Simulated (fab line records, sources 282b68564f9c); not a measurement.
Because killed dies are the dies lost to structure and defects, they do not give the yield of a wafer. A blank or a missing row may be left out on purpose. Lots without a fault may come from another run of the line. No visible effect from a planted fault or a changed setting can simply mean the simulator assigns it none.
What tool caused it? ; flow ritCmos ; 7 lots with 21 wafers sampled at 2 steps, on a route of 202 steps

## WHAT THE GAUGES SHOWED, per wafer
RIT_SILICIDE_RS_MEAS_02: a four-point-probe measurement.
lot;measured;on;SILICIDE_TI_RS (ohm/sq)
L167;day 3 14:14;filmMetro-04;46.4 46.9 47.0
L169;day 4 02:31;filmMetro-02;47.6 47.0 47.2
L171;day 4 09:18;filmMetro-02;47.4 48.8 47.8
L173;day 4 15:10;filmMetro-04;48.4 49.8 47.9
L177;day 5 10:53;filmMetro-02;48.2 48.7 48.4
L181;day 6 07:04;filmMetro-02;48.6 44.9 48.3
L188;day 7 15:59;filmMetro-04;47.5 47.9 49.0

## EACH LOT AND THE TOOL THAT RAN IT (in order: tool; ch and the chambers of the sampled wafers; start)
lot;RIT_SILICIDE_SPUTTER_01
L167;pvdSputter-01, day 3 14:02
L169;pvdSputter-01, day 4 02:21
L171;pvdSputter-01, day 4 09:07
L173;pvdSputter-01, day 4 15:01
L177;pvdSputter-01, day 5 10:41
L181;pvdSputter-01, day 6 06:55
L188;pvdSputter-02, day 7 15:49
- RIT_SILICIDE_SPUTTER_01: material Ti, target thk 30 nm, time 240 s.

## THE ANSWER, worked out from the rows above alone
Rule: the lots themselves supply what counts as usual. The widest of any qualifying gaps counts: lots, ordered by their means at a reading, are off when they make up no more than a third of the lots, leave a main group of 4 or more, and stand apart from it by 3 or more times the standard deviation of that group's means. A main group whose means are all the same, to the digits that the tables above print for the reading, isn't used. A lot without any number at a reading at which 4 lots or more have one is off too. Any other lot the step has rows for is counted as sound.
No lot is off at any reading shown: from this, nothing can be told.

## WHAT HAD BEEN PUT IN BY THE SIMULATOR
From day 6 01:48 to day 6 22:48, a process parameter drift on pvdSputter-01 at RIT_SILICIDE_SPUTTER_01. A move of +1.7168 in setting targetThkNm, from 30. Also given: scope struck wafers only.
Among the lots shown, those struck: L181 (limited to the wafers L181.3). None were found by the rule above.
